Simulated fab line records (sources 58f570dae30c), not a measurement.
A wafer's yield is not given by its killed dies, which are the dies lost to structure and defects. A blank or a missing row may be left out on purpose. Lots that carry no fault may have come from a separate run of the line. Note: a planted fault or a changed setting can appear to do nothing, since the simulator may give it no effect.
fab line records	flow berkeley_cmos170	part 1 of 2: steps 1 to 31 of 43
[record] lots = 5	wafers = 15	last_day = 11
route steps=331 shown NWELL@29 PWELL@34 WELLDRIVE@55 ACTIVE@60
lots untouched by any fault: they come from a run of this same line in which no faults occurred
start_h: hours from the record's opening day to when the first of the lot's shown wafers began	wait_h: how many hours have passed since the lot's step before this one	" same as the row above	L1.1+2: one row covering several wafers at once	- either no value or no given start	* or withheld: withheld	< > ~ a bound
route shown NAME@n: NAME is a module with steps in the file, n the number in the route of the first one	usual: the fault-free wafers' mean and standard deviation	same: alike in all rows	chamber/n: place in a boat	sites: each site's reading	_std_site: standard deviation of those values	_edge_site: outer sites' mean less inner sites'	radius_mm: how far each site lies from the wafer's centre	mask NAME#n: copy n	behind: the tool/chamber that last shaped the wafer	hold: the reason the lot was held/the length of the hold in hours/how it ended	device: which transistor (n, p or np) failed to switch	end of line: at the end of the route, the tests of the same wafers	a step with no rows: only its recipe	killed: at the first sort, the dies lost to defects and structure; wafer yield is something else	map: dies across one wafer; x = killed, . = not, _ = none there
set.NAME: the setting that was run; set.NAME@STEP: the one run at that earlier step	model.NAME: the simulator's own value behind a step, which no gauge read
lots seen at some steps along the route; tables by step, rows by wafer
services: a tool's chamber out of use, with start hour (start_h, from the record's first day; less than 0 if before it), hours out, and reason
[[steps]]
[step UCB170_NWELL_STRIP_15]
[recipe] chemistry = O2	power_w = 400	pressure_mtorr = 3500	platen_temp_c = withheld	o2_flow_sccm = 400	overash_fraction = 0.5
[usual] drypump_motor_current_A = 5.7/0.45	oes_product_au = 0.721/0.0045	strip_time_to_endpoint_s = 18.02/0.097
[same] overash_fraction = 0.5
lot.wafer	tool	chamber	start_h	wait_h	drypump_motor_current_A	oes_product_au	rf_hours_counter_h	strip_time_to_endpoint_s
L076.3	plasma_asher-03	1	48.27	0.1	5.4	0.729	-	18.05
L076.4	"	0	"	"	5.1	0.721	-	17.97
L076.5	"	1	"	"	5.5	0.714	-	17.92
L078.1	plasma_asher-02	1	53.50	0.1	5.5	0.721	34	18.08
L078.4	"	1	"	"	5.5	0.719	-	18.02
L078.5	"	0	"	"	6.4	0.725	-	18.11
L081.2	plasma_asher-03	0	66.49	0.1	5.1	0.723	34	17.99
L081.3	"	1	"	"	5.4	0.718	-	18.07
L081.6	"	0	"	"	5.1	0.716	-	18.03
L084.2	plasma_asher-02	0	79.95	0.1	6.4	0.721	37	18.02
L084.3	"	0	"	"	6.4	0.724	-	17.98
L084.5	"	1	"	"	5.5	0.714	-	17.98
L097.2	plasma_asher-03	1	143.83	0.1	5.4	0.724	42	18.11
L097.5	"	1	"	"	5.4	0.713	-	18.06
L097.6	"	0	"	"	5.1	0.722	-	18.10
[step UCB170_NWELL_TW_MEAS_16]
[usual] NWELL_TW = 1247/9.3
lot.wafer	tool	chamber	start_h	wait_h	NWELL_TW
L076.3	film_metro-01	-	48.36	0.1	1244
L076.4	"	-	"	"	1248
L076.5	"	-	"	"	1245
L078.1	film_metro-03	-	53.60	0.1	1248
L078.4	"	-	"	"	1246
L078.5	"	-	"	"	1234
L081.2	film_metro-02	-	66.60	0.1	1276
L081.3	"	-	"	"	1261
L081.6	"	-	"	"	1263
L084.2	film_metro-02	-	80.06	0.1	1254
L084.3	"	-	"	"	1254
L084.5	"	-	"	"	1256
L097.2	film_metro-02	-	143.94	0.1	1258
L097.5	"	-	"	"	1263
L097.6	"	-	"	"	1256
[step UCB170_NWELL_CLEAN_17]
[recipe] chemistry = SPM	temp_c = 120	time_s = 600
lot.wafer	tool	chamber	start_h	wait_h
L076.3+4+5	wet_bench-04	0	48.40	0.0
L078.1+4+5	wet_bench-02	1	53.68	0.1
L081.2+3+6	wet_bench-01	2	66.65	0.0
L084.2+3+5	wet_bench-04	3	80.11	0.0
L097.2+5+6	wet_bench-04	2	144.04	0.1
[step UCB170_NWELL_WET_ETCH_18]
[recipe] chemistry = H3PO4	target = Si3N4	temp_c = 160	time_s = 14400
lot.wafer	tool	chamber	start_h	wait_h
L076.3+4+5	wet_bench-04	2	48.57	0.0
L078.1+4+5	wet_bench-01	3	53.85	0.0
L081.2+3+6	wet_bench-01	3	66.82	0.0
L084.2+3+5	wet_bench-04	0	80.28	0.0
L097.2+5+6	wet_bench-04	1	144.21	0.0
[step UCB170_NWELL_WET_ETCH_19]
[recipe] chemistry = BOE	dilution = 5:1	target = SiO2	temp_c = 25	time_s = 22
lot.wafer	tool	chamber	start_h	wait_h
L076.3+4+5	wet_bench-02	1	52.58	0.0
L078.1+4+5	wet_bench-02	3	58.11	0.3
L081.2+3+6	wet_bench-01	2	70.83	0.0
L084.2+3+5	wet_bench-01	0	84.29	0.0
L097.2+5+6	wet_bench-04	0	149.01	0.8
[step UCB170_PWELL_CLEAN_00]
[recipe] chemistry = SPM	temp_c = 120	time_s = 600
lot.wafer	tool	chamber	start_h	wait_h
L076.3+4+5	wet_bench-04	0	52.59	0.0
L078.1+4+5	wet_bench-02	0	58.34	0.2
L081.2+3+6	wet_bench-01	1	70.85	0.0
L084.2+3+5	wet_bench-04	3	84.30	0.0
L097.2+5+6	wet_bench-02	3	149.15	0.1
[step UCB170_PWELL_CLEAN_01]
[recipe] chemistry = dHF	dilution = 25:1	time_s = 60
lot.wafer	tool	chamber	start_h	wait_h
L076.3+4+5	wet_bench-02	3	52.77	0.0
L078.1+4+5	wet_bench-01	2	62.81	4.3
L081.2+3+6	wet_bench-01	0	71.02	0.0
L084.2+3+5	wet_bench-02	3	84.48	0.0
L097.2+5+6	wet_bench-01	2	149.36	0.0
[step UCB170_PWELL_OXIDATION_02]
[recipe] temp_c = 1000	ambient = O2	target_thk_a = 264	ox_time_s = 1260
lot.wafer	tool	chamber	start_h	wait_h
L076.3+4+5	furnace-04	0	54.01	1.2
L078.1+4+5	furnace-02	0	64.42	1.6
L081.2+3+6	furnace-01	0	75.55	4.5
L084.2+3+5	furnace-02	0	89.38	4.9
L097.2+5+6	furnace-01	0	150.27	0.9
[step UCB170_PWELL_THK_MEAS_03]
[recipe] reads = SiO2_of_PWELL_OXIDATION_02
[usual] PWELL_OXIDE_THK = 26.5/0.42
lot.wafer	tool	chamber	start_h	wait_h	PWELL_OXIDE_THK[nm]
L076.3	film_metro-03	-	55.38	0.0	25.7
L076.4	"	-	"	"	26.3
L076.5	"	-	"	"	26.5
L078.1	film_metro-02	-	65.77	0.0	27.2
L078.4	"	-	"	"	27.1
L078.5	"	-	"	"	26.6
L081.2	film_metro-02	-	76.91	0.0	26.2
L081.3	"	-	"	"	26.3
L081.6	"	-	"	"	26.5
L084.2	film_metro-02	-	90.74	0.0	26.7
L084.3	"	-	"	"	26.1
L084.5	"	-	"	"	26.6
L097.2	film_metro-04	-	151.63	0.0	26.2
L097.5	"	-	"	"	26.5
L097.6	"	-	"	"	26.6
[step UCB170_PWELL_ANNEAL_04]
[recipe] temp_c = 1000	time_s = 900	ambient = N2
lot.wafer	tool	chamber	start_h	wait_h
L076.3+4+5	furnace-02	0	58.48	3.1
L078.1+4+5	furnace-01	0	68.87	3.1
L081.2+3+6	furnace-02	0	79.45	2.5
L084.2+3+5	furnace-02	0	94.57	3.8
L097.2+5+6	furnace-02	0	153.81	2.2
[step UCB170_PWELL_CVD_05]
[recipe] material = Si3N4	target_thk_nm = 220	temp_c = 800	precursor = SiH2Cl2/NH3	time_s = 3300	pressure_mtorr = 200	sih2cl2_flow_sccm = 25	nh3_flow_sccm = 75
[usual] pressure_mtorr = 200.1/0.36
lot.wafer	tool	chamber	start_h	wait_h	pressure_mtorr
L076.3	lpcvd-01	0	59.73	0.0	200.2
L076.4	"	0	"	"	199.5
L076.5	"	0	"	"	200.2
L078.1	lpcvd-02	0	70.12	0.0	200.4
L078.4	"	0	"	"	199.6
L078.5	"	0	"	"	200.0
L081.2	lpcvd-01	1	80.70	0.0	200.8
L081.3	"	1	"	"	201.1
L081.6	"	1	"	"	201.2
L084.2	lpcvd-01	0	97.61	1.8	200.4
L084.3	"	0	"	"	200.6
L084.5	"	0	"	"	200.2
L097.2	lpcvd-01	1	155.94	0.9	200.3
L097.5	"	1	"	"	199.9
L097.6	"	1	"	"	200.5
[step UCB170_PWELL_THK_MEAS_06]
[recipe] reads = Si3N4_of_PWELL_CVD_05
[usual] PWELL_NITRIDE_THK = 221.3/1.8
lot.wafer	tool	chamber	start_h	wait_h	PWELL_NITRIDE_THK[nm]
L076.3	film_metro-04	-	61.67	0.0	222.9
L076.4	"	-	"	"	223.3
L076.5	"	-	"	"	222.7
L078.1	film_metro-03	-	72.03	0.0	219.1
L078.4	"	-	"	"	219.3
L078.5	"	-	"	"	218.9
L081.2	film_metro-04	-	82.63	0.0	220.7
L081.3	"	-	"	"	220.2
L081.6	"	-	"	"	221.6
L084.2	film_metro-04	-	99.53	0.0	225.7
L084.3	"	-	"	"	224.0
L084.5	"	-	"	"	225.0
L097.2	film_metro-04	-	157.86	0.0	224.3
L097.5	"	-	"	"	223.8
L097.6	"	-	"	"	224.9
[step UCB170_PWELL_HMDS_07]
[recipe] prime_time_s = 60	prime_temp_c = 100
[usual] exhaust_pa = 45.1/0.87
lot.wafer	tool	chamber	start_h	wait_h	exhaust_pa
L076.3	litho_track-02	0	61.76	0.1	43.6
L076.4	"	0	"	"	45.0
L076.5	"	0	"	"	45.6
L078.1	litho_track-02	0	72.38	0.3	45.7
L078.4	"	0	"	"	44.4
L078.5	"	0	"	"	45.6
L081.2	litho_track-02	0	82.92	0.3	45.8
L081.3	"	0	"	"	45.0
L081.6	"	0	"	"	43.7
L084.2	litho_track-03	0	99.61	0.1	45.1
L084.3	"	0	"	"	44.4
L084.5	"	0	"	"	44.6
L097.2	litho_track-01	0	157.98	0.1	44.7
L097.5	"	0	"	"	45.2
L097.6	"	0	"	"	46.0
[step UCB170_PWELL_COAT_08]
[recipe] resist = KrF	spin_rpm = 1500	resist_thk_nm = 900
[usual] exhaust_pa = 45.3/0.91
lot.wafer	tool	chamber	start_h	wait_h	exhaust_pa
L076.3	litho_track-02	0	61.91	0.1	46.0
L076.4	"	0	"	"	46.1
L076.5	"	0	"	"	45.8
L078.1	litho_track-02	0	72.53	0.1	45.8
L078.4	"	0	"	"	43.9
L078.5	"	0	"	"	44.5
L081.2	litho_track-02	0	83.07	0.1	46.3
L081.3	"	0	"	"	45.8
L081.6	"	0	"	"	45.0
L084.2	litho_track-03	0	99.76	0.1	45.6
L084.3	"	0	"	"	45.1
L084.5	"	0	"	"	46.2
L097.2	litho_track-01	0	158.13	0.1	46.8
L097.5	"	0	"	"	44.4
L097.6	"	0	"	"	46.0
[step UCB170_PWELL_SOFTBAKE_09]
[recipe] resist = KrF	temp_c = 130	time_s = 60
[usual] exhaust_pa = 45.1/0.77
lot.wafer	tool	chamber	start_h	wait_h	exhaust_pa
L076.3	litho_track-02	0	62.06	0.1	45.5
L076.4	"	0	"	"	44.3
L076.5	"	0	"	"	45.5
L078.1	litho_track-02	0	72.68	0.1	45.9
L078.4	"	0	"	"	45.0
L078.5	"	0	"	"	44.4
L081.2	litho_track-02	0	83.22	0.1	45.2
L081.3	"	0	"	"	45.0
L081.6	"	0	"	"	43.5
L084.2	litho_track-03	0	99.91	0.1	44.3
L084.3	"	0	"	"	43.9
L084.5	"	0	"	"	44.1
L097.2	litho_track-01	0	158.28	0.1	45.0
L097.5	"	0	"	"	46.4
L097.6	"	0	"	"	44.6
[step UCB170_PWELL_EXPOSE_10]
[recipe] mask_id = PWELL	target_cd_nm = 3000	na = 0.5	sigma_outer = 0.6	source_shape = conventional	dose_mj = 19
[usual] focus_offset_nm = 0.0/0.49
lot.wafer	tool	chamber	start_h	wait_h	mask	focus_offset_nm
L076.3	krf_scanner-01	0	62.20	0.1	PWELL#0	0.2
L076.4	"	0	"	"	PWELL#0	-0.1
L076.5	"	0	"	"	PWELL#0	-0.8
L078.1	krf_scanner-02	0	73.12	0.4	PWELL#0	-0.2
L078.4	"	0	"	"	PWELL#0	0.5
L078.5	"	0	"	"	PWELL#0	0.7
L081.2	krf_scanner-02	0	83.68	0.4	PWELL#0	0.2
L081.3	"	0	"	"	PWELL#0	-0.3
L081.6	"	0	"	"	PWELL#0	0.2
L084.2	krf_scanner-01	0	100.18	0.2	PWELL#0	-0.3
L084.3	"	0	"	"	PWELL#0	-0.7
L084.5	"	0	"	"	PWELL#0	0.6
L097.2	krf_scanner-02	0	158.55	0.2	PWELL#0	0.3
L097.5	"	0	"	"	PWELL#0	-0.8
L097.6	"	0	"	"	PWELL#0	1.0
[step UCB170_PWELL_PEB_11]
[recipe] peb_temp_c = 130	peb_time_s = withheld	resist = KrF
[usual] exhaust_pa = 45.0/0.9
lot.wafer	tool	chamber	start_h	wait_h	exhaust_pa
L076.3	litho_track-03	0	62.33	0.1	45.1
L076.4	"	0	"	"	45.4
L076.5	"	0	"	"	45.4
L078.1	litho_track-03	0	73.51	0.4	44.5
L078.4	"	0	"	"	42.9
L078.5	"	0	"	"	45.1
L081.2	litho_track-03	0	83.80	0.1	44.6
L081.3	"	0	"	"	45.5
L081.6	"	0	"	"	44.9
L084.2	litho_track-03	0	100.78	0.6	44.7
L084.3	"	0	"	"	45.5
L084.5	"	0	"	"	45.0
L097.2	litho_track-01	0	158.88	0.3	47.6
L097.5	"	0	"	"	46.5
L097.6	"	0	"	"	47.3
[step UCB170_PWELL_DEVELOP_12]
[recipe] developer = TMAH	develop_time_s = 45	resist = KrF	dev_temp_c = 21
[usual] exhaust_pa = 44.9/0.78
[same] develop_time_s = 45
lot.wafer	tool	chamber	start_h	wait_h	exhaust_pa
L076.3	litho_track-03	0	-	-	43.4
L076.4	"	0	"	"	44.9
L076.5	"	0	"	"	44.6
L078.1	litho_track-03	0	-	-	46.0
L078.4	"	0	"	"	45.1
L078.5	"	0	"	"	45.4
L081.2	litho_track-03	0	-	-	44.2
L081.3	"	0	"	"	44.6
L081.6	"	0	"	"	45.9
L084.2	litho_track-03	0	-	-	45.2
L084.3	"	0	"	"	44.6
L084.5	"	0	"	"	46.6
L097.2	litho_track-01	0	-	-	43.4
L097.5	"	0	"	"	45.6
L097.6	"	0	"	"	44.7
[step UCB170_PWELL_OVL_MEAS_13]
[usual] PWELL_OVL = 1/6.1
lot.wafer	tool	chamber	start_h	wait_h	PWELL_OVL[nm]
L076.3	overlay-01	-	62.56	-	11
L076.4	"	-	"	"	4
L076.5	"	-	"	"	9
L078.1	overlay-02	-	73.79	-	-3
L078.4	"	-	"	"	-5
L078.5	"	-	"	"	-4
L081.2	overlay-02	-	84.05	-	-5
L081.3	"	-	"	"	-2
L081.6	"	-	"	"	-3
L084.2	overlay-02	-	101.04	-	-1
L084.3	"	-	"	"	-1
L084.5	"	-	"	"	1
L097.2	overlay-01	-	159.14	-	5
L097.5	"	-	"	"	13
L097.6	"	-	"	"	10
[step UCB170_PWELL_ETCH_14]
[recipe] chemistry = CH3F/Ar/O2	target = Si3N4	stop_on = SiO2	CH3F_flow_sccm = 20	Ar_flow_sccm = 50	O2_flow_sccm = 7	pressure_mtorr = 50	rf_w = 450	target_depth_a = 2420	over_etch_frac = 0.1	time_s = 151
[usual] drypump_motor_current_A = 5.8/0.41	oes_product_au = 0.942/0.015	throttle_valve_pct = 8.02/0.14
lot.wafer	tool	chamber	start_h	wait_h	drypump_motor_current_A	oes_product_au	rf_hours_counter_h	throttle_valve_pct
L076.3	rie_diel-01	1	62.59	0.0	5.5	0.947	46	8.12
L076.4	"	2	"	"	6.0	0.940	105	8.29
L076.5	"	1	"	"	5.5	0.942	-	8.13
L078.1	rie_diel-01	1	73.82	0.0	5.6	0.931	47	8.13
L078.4	"	2	"	"	6.0	0.933	-	8.26
L078.5	"	0	"	"	6.0	0.943	-	7.92
L081.2	rie_diel-02	3	84.08	0.0	5.8	0.941	72	8.13
L081.3	"	1	"	"	5.8	0.930	95	7.83
L081.6	"	3	"	"	5.7	0.932	-	8.12
L084.2	rie_diel-03	1	101.07	0.0	5.0	0.968	10	8.18
L084.3	"	3	"	"	5.7	0.965	39	7.90
L084.5	"	0	"	"	6.6	0.950	-	7.80
L097.2	rie_diel-01	1	159.17	0.0	5.6	0.950	51	8.13
L097.5	"	0	"	"	6.0	0.942	-	7.93
L097.6	"	3	"	"	5.4	0.980	-	7.99
[step UCB170_PWELL_IMPLANT_15]
[recipe] species = B	dose_cm2 = 5e+12	energy_kev = 60	tilt_deg = 7
[usual] faraday_current_uA = 15.9/0.33
[same] implant_ion_amu = 11
lot.wafer	tool	chamber	start_h	wait_h	faraday_current_uA
L076.3	implanter-03	0	62.74	0.1	15.6
L076.4	"	0	"	"	15.9
L076.5	"	0	"	"	15.9
L078.1	implanter-03	0	73.92	0.1	15.6
L078.4	"	0	"	"	16.7
L078.5	"	0	"	"	15.5
L081.2	implanter-02	0	84.21	0.1	16.3
L081.3	"	0	"	"	16.2
L081.6	"	0	"	"	15.2
L084.2	implanter-02	0	101.20	0.1	15.6
L084.3	"	0	"	"	15.8
L084.5	"	0	"	"	16.3
L097.2	implanter-01	0	159.30	0.1	16.3
L097.5	"	0	"	"	15.4
L097.6	"	0	"	"	15.6
[step UCB170_PWELL_STRIP_16]
[recipe] chemistry = O2	power_w = 400	pressure_mtorr = 3500	platen_temp_c = withheld	o2_flow_sccm = 400	overash_fraction = 0.5
[usual] drypump_motor_current_A = 5.8/0.58	oes_product_au = 0.721/0.004	strip_time_to_endpoint_s = 18.10/0.078
[same] overash_fraction = 0.5
lot.wafer	tool	chamber	start_h	wait_h	drypump_motor_current_A	oes_product_au	rf_hours_counter_h	strip_time_to_endpoint_s
L076.3	plasma_asher-04	1	62.87	0.1	6.7	0.718	-	18.27
L076.4	"	0	"	"	6.1	0.721	-	18.12
L076.5	"	0	"	"	6.1	0.720	-	18.23
L078.1	plasma_asher-04	1	74.07	0.1	6.7	0.720	27	18.08
L078.4	"	0	"	"	6.1	0.720	-	18.07
L078.5	"	0	"	"	6.1	0.721	-	18.03
L081.2	plasma_asher-03	0	84.34	0.1	5.1	0.727	36	18.11
L081.3	"	0	"	"	5.1	0.719	-	18.05
L081.6	"	1	"	"	5.4	0.722	-	18.13
L084.2	plasma_asher-04	0	101.32	0.1	6.1	0.716	30	18.20
L084.3	"	0	"	"	6.1	0.717	-	17.99
L084.5	"	0	"	"	6.1	0.720	-	18.15
L097.2	plasma_asher-04	0	159.42	0.1	6.1	0.719	37	18.16
L097.5	"	1	"	"	6.6	0.728	-	18.14
L097.6	"	0	"	"	6.1	0.718	-	18.10
[step UCB170_PWELL_TW_MEAS_17]
[usual] PWELL_TW = 382/4
lot.wafer	tool	chamber	start_h	wait_h	PWELL_TW
L076.3	film_metro-04	-	62.96	0.1	385
L076.4	"	-	"	"	386
L076.5	"	-	"	"	384
L078.1	film_metro-03	-	74.17	0.1	375
L078.4	"	-	"	"	375
L078.5	"	-	"	"	377
L081.2	film_metro-02	-	84.45	0.1	382
L081.3	"	-	"	"	383
L081.6	"	-	"	"	383
L084.2	film_metro-04	-	101.43	0.1	387
L084.3	"	-	"	"	384
L084.5	"	-	"	"	385
L097.2	film_metro-04	-	159.53	0.1	383
L097.5	"	-	"	"	386
L097.6	"	-	"	"	382
[step UCB170_PWELL_CLEAN_18]
[recipe] chemistry = SPM	temp_c = 120	time_s = 600
lot.wafer	tool	chamber	start_h	wait_h
L076.3+4+5	wet_bench-01	2	63.29	0.3
L078.1+4+5	wet_bench-04	2	74.61	0.4
L081.2+3+6	wet_bench-04	0	84.50	0.0
L084.2+3+5	wet_bench-02	2	101.48	0.0
L097.2+5+6	wet_bench-04	3	159.58	0.0
[step UCB170_PWELL_WET_ETCH_19]
[recipe] chemistry = H3PO4	target = Si3N4	temp_c = 160	time_s = 14400
lot.wafer	tool	chamber	start_h	wait_h
L076.3+4+5	wet_bench-02	2	63.65	0.2
L078.1+4+5	wet_bench-04	2	74.86	0.1
L081.2+3+6	wet_bench-02	3	84.67	0.0
L084.2+3+5	wet_bench-02	1	101.66	0.0
L097.2+5+6	wet_bench-04	2	159.76	0.0
[step UCB170_PWELL_WET_ETCH_20]
[recipe] chemistry = BOE	dilution = 5:1	target = SiO2	temp_c = 25	time_s = 22
lot.wafer	tool	chamber	start_h	wait_h
L076.3+4+5	wet_bench-04	0	67.66	0.0
L078.1+4+5	wet_bench-04	3	79.22	0.3
L081.2+3+6	wet_bench-02	1	88.85	0.2
L084.2+3+5	wet_bench-04	0	105.66	0.0
L097.2+5+6	wet_bench-04	0	163.76	0.0
[step UCB170_WELLDRIVE_CLEAN_00]
[recipe] chemistry = SPM	temp_c = 120	time_s = 600
lot.wafer	tool	chamber	start_h	wait_h
L076.3+4+5	wet_bench-02	0	67.68	0.0
L078.1+4+5	wet_bench-04	3	79.26	0.0
L081.2+3+6	wet_bench-02	2	88.87	0.0
L084.2+3+5	wet_bench-02	1	105.68	0.0
L097.2+5+6	wet_bench-04	2	163.78	0.0
[step UCB170_WELLDRIVE_OXIDATION_01]
[recipe] temp_c = 1100	ambient = O2	target_thk_a = 1990	ox_time_s = 9000
lot.wafer	tool	chamber	start_h	wait_h
L076.3+4+5	furnace-04	0	70.76	2.9
L078.1+4+5	furnace-04	0	81.21	1.8
L081.2+3+6	furnace-03	0	95.78	6.7
L084.2+3+5	furnace-03	0	110.57	4.7
L097.2+5+6	furnace-03	0	166.14	2.2
[step UCB170_WELLDRIVE_THK_MEAS_02]
[recipe] reads = SiO2_of_WELLDRIVE_OXIDATION_01
[usual] WELLDRIVE_OXIDE_THK = 197/3.6
lot.wafer	tool	chamber	start_h	wait_h	WELLDRIVE_OXIDE_THK[nm]
L076.3	film_metro-01	-	74.28	0.0	190
L076.4	"	-	"	"	191
L076.5	"	-	"	"	191
L078.1	film_metro-04	-	84.71	0.0	198
L078.4	"	-	"	"	196
L078.5	"	-	"	"	195
L081.2	film_metro-01	-	99.29	0.0	196
L081.3	"	-	"	"	200
L081.6	"	-	"	"	200
L084.2	film_metro-01	-	114.08	0.0	199
L084.3	"	-	"	"	199
L084.5	"	-	"	"	198
L097.2	film_metro-03	-	169.65	0.0	204
L097.5	"	-	"	"	202
L097.6	"	-	"	"	206
[step UCB170_WELLDRIVE_ANNEAL_03]
[recipe] temp_c = 1100	time_s = 900	ambient = N2
lot.wafer	tool	chamber	start_h	wait_h
L076.3+4+5	furnace-02	0	76.95	2.7
L078.1+4+5	furnace-02	0	90.73	6.0
L081.2+3+6	furnace-02	0	102.77	3.5
L084.2+3+5	furnace-02	0	116.22	2.1
L097.2+5+6	furnace-03	0	171.31	1.6
[step UCB170_WELLDRIVE_WET_ETCH_04]
[recipe] chemistry = BOE	dilution = 5:1	target = SiO2	temp_c = 25	time_s = 120
lot.wafer	tool	chamber	start_h	wait_h
L076.3+4+5	wet_bench-01	1	78.33	0.1
L078.1+4+5	wet_bench-04	1	91.98	0.0
L081.2+3+6	wet_bench-04	3	104.02	0.0
L084.2+3+5	wet_bench-02	3	119.27	1.8
L097.2+5+6	wet_bench-04	3	172.56	0.0
